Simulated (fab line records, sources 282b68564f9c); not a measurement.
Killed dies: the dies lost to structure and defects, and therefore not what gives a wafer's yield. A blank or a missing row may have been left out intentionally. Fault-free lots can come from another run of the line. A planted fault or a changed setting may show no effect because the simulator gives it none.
Comparing a struck lot with a sound one || flow ritCmos || 43 steps out of a route of 202
Sound: the wafers L518.1, L518.3, L518.6. The struck wafers were L538.1, L538.2, L538.5. The cause comes at the end.
Order at every step that has rows: each side's tool, ch and its chambers, its first start. Under that, the readings that differ: sound wafers || struck wafers || difference of the means || sigmas: that difference in standard deviations of wafers without a fault.
alike: readings whose means differ by less than 2 such deviations, and words and numbers that are the same on both sides. not compared: withheld readings, readings that some wafer has no value for, bounds like >300 that may hide the same value, and numbers for which the record gives no deviation and whose values overlap.
A row with sigmas, a row that says differs or no value, or rows on one side alone: a step with any of these is where the two part. Numbers that don't overlap but have no deviation are shown without sigmas and don't part them. Lack of a reading on every wafer of one side parts them only where that side has two or more wafers.

RIT_NRETRO_TW_MEAS_10:
  struck on filmMetro-02, day 6 12:40; sound on filmMetro-01, day 2 05:59
  alike: NRETRO_TW
then, 6 steps without rows for these wafers: RIT_PRETRO_HMDS_00 (prime time 60 s); RIT_PRETRO_COAT_01 (resist thk 1300 nm); RIT_PRETRO_SOFTBAKE_02 (time 60 s); RIT_PRETRO_EXPOSE_03 (exposes mask M5, target cd 43700 nm); RIT_PRETRO_PEB_04; RIT_PRETRO_DEVELOP_05 (develop time 68 s).
RIT_PRETRO_OVL_MEAS_06:
  struck on overlay-01, day 6 13:36; sound on overlay-02, day 2 06:56
  alike: PRETRO_OVL
then, 2 steps without rows for these wafers: RIT_PRETRO_HARDBAKE_07 (time 120 s); RIT_PRETRO_IMPLANT_08.
RIT_PRETRO_STRIP_09: strips in O2, time 180 s.
  sound on plasmaAsher-01 ch 0,1, day 2 07:22; struck on plasmaAsher-02 ch 0,1, day 6 14:09
  alike: drypumpMotorCurrentA, rfReflPowerW
  not compared: rfHoursCounterH
RIT_PRETRO_TW_MEAS_10:
  struck on filmMetro-04, day 6 14:20; sound on filmMetro-04, day 2 07:32
  alike: PRETRO_TW
RIT_GATE_WET_ETCH_00: etches SiO2 in BOE, target depth 56 nm, time 60 s.
  sound on wetBench-01 ch 1, day 2 07:36; struck on wetBench-03 ch 0, day 6 14:23
  alike: bathHeatDutyPct
then, 4 steps without rows for these wafers: RIT_GATE_CLEAN_01 (cleans in SC1, time 600 s); RIT_GATE_CLEAN_02 (cleans in dHF, time 30 s); RIT_GATE_CLEAN_03 (cleans in SC2, time 600 s); RIT_GATE_CLEAN_04 (cleans in dHF, time 60 s).
RIT_FOX2_THK_MEAS_91:
  struck on filmMetro-04, day 6 14:49; sound on filmMetro-02, day 2 08:01
{"reading": "FIELD_OXIDE_LEFT_2_THK (nm)", "sound": "254 248 249", "struck": "266 267 274", "difference": "+19", "sigmas": "+3"}
then, 2 steps without rows for these wafers: RIT_GATE_OXIDATION_05 (target thk 3 nm, ox time 270 s); RIT_GATE_ANNEAL_06 (time 600 s).
RIT_GATE_THK_MEAS_07:
  struck on filmMetro-01, day 6 19:47; sound on filmMetro-01, day 2 09:25
  alike: GATE_OXIDE_THK
then, 1 step without rows for these wafers: RIT_GATE_CVD_08 (deposits poly-Si from SiH4, target thk 250 nm, time 2220 s).
RIT_GATE_THK_MEAS_09:
  struck on filmMetro-04, day 6 21:28; sound on filmMetro-02, day 2 11:05
  alike: GATE_POLY_THK
then, 6 steps without rows for these wafers: RIT_GATE_HMDS_10 (prime time 60 s); RIT_GATE_COAT_11 (resist thk 850 nm); RIT_GATE_SOFTBAKE_12 (time 60 s); RIT_GATE_EXPOSE_13 (exposes mask M6, target cd 150 nm); RIT_GATE_PEB_14; RIT_GATE_DEVELOP_15 (develop time 48.17 s).
RIT_GATE_CD_MEAS_16 targets a cd of 150 nm.
  struck on cdSem-01, day 6 22:30; sound on cdSem-02, day 2 12:07
  alike: cdNm
RIT_GATE_OVL_MEAS_17:
  struck on overlay-02, day 6 22:37; sound on overlay-02, day 2 12:14
{"reading": "GATE_OVL (nm)", "sound": "2.4 2.7 2.9", "struck": "-2.4 -2.5 -0.4", "difference": -4.4, "sigmas": -3}
then, 1 step without rows for these wafers: RIT_GATE_HARDBAKE_18 (time 60 s).
RIT_GATE_ETCH_19: etches poly-Si in SF6/CHF3/O2, stops on SiO2, time 165 s, target depth 312.5 nm.
  sound on rieSi-01 ch 0,2, day 2 12:26; struck on rieSi-02 ch 0,3, day 6 22:49
  alike: drypumpMotorCurrentA, oesProductAu, throttleValvePct
  not compared: rfHoursCounterH
RIT_GATE_STRIP_20: strips in O2, time 180 s.
  sound on plasmaAsher-02 ch 0,1, day 2 12:32; struck on plasmaAsher-01 ch 0,1, day 6 22:55
  alike: drypumpMotorCurrentA, rfReflPowerW
  not compared: rfHoursCounterH
RIT_GATE_CD_MEAS_90 targets a cd of 150 nm.
  struck on cdSem-02, day 6 23:05; sound on cdSem-02, day 2 12:43
  alike: cdNm
then, 4 steps without rows for these wafers: RIT_REOX_CLEAN_00 (cleans in SC1, time 577 s); RIT_REOX_CLEAN_01 (cleans in dHF, time 30 s); RIT_REOX_CLEAN_02 (cleans in SC2, time 600 s); RIT_REOX_OXIDATION_03 (target thk 25.2 nm, ox time 5580 s).
RIT_REOX_THK_MEAS_04:
  struck on filmMetro-04, day 7 02:19; sound on filmMetro-03, day 2 15:45
  alike: REOX_OXIDE_THK
then, 2 steps without rows for these wafers: RIT_NLDD_HMDS_00 (prime time 60 s); RIT_NLDD_COAT_01 (resist thk 1000 nm).
RIT_M1_PROBE_99:
  struck on prober-02, day 7 19:34; sound on prober-02, day 3 08:21
{"reading": "model.etest.nldd.widthNm (nm)", "sound": "3179 3192 3182", "struck": "3107 3114 3089", "difference": -81, "sigmas": ""}
{"reading": "model.etest.pldd.widthNm (nm)", "sound": "3192 3179 3190", "struck": "3108 3104 3100", "difference": -83, "sigmas": ""}
{"reading": "model.etest.nmosNarrow.driveUaUm", "sound": "228.3 225.7 226.1", "struck": "202.3 206.3 202.9", "difference": -22.9, "sigmas": ""}
{"reading": "model.etest.pmosNarrow.driveUaUm", "sound": "102.9 101.3 101.7", "struck": "89.95 90.97 90.68", "difference": -11.43, "sigmas": ""}
  not compared: model.etest.pmosNarrow.vtLessV

## WHERE THEY PART
At RIT_FOX2_THK_MEAS_91 first; at RIT_GATE_OVL_MEAS_17 last (within this record only). Later steps at which nothing parts them and some readings are alike: RIT_GATE_ETCH_19, RIT_GATE_STRIP_20, RIT_GATE_CD_MEAS_90, RIT_REOX_THK_MEAS_04.

WHY: the cause the simulator had injected
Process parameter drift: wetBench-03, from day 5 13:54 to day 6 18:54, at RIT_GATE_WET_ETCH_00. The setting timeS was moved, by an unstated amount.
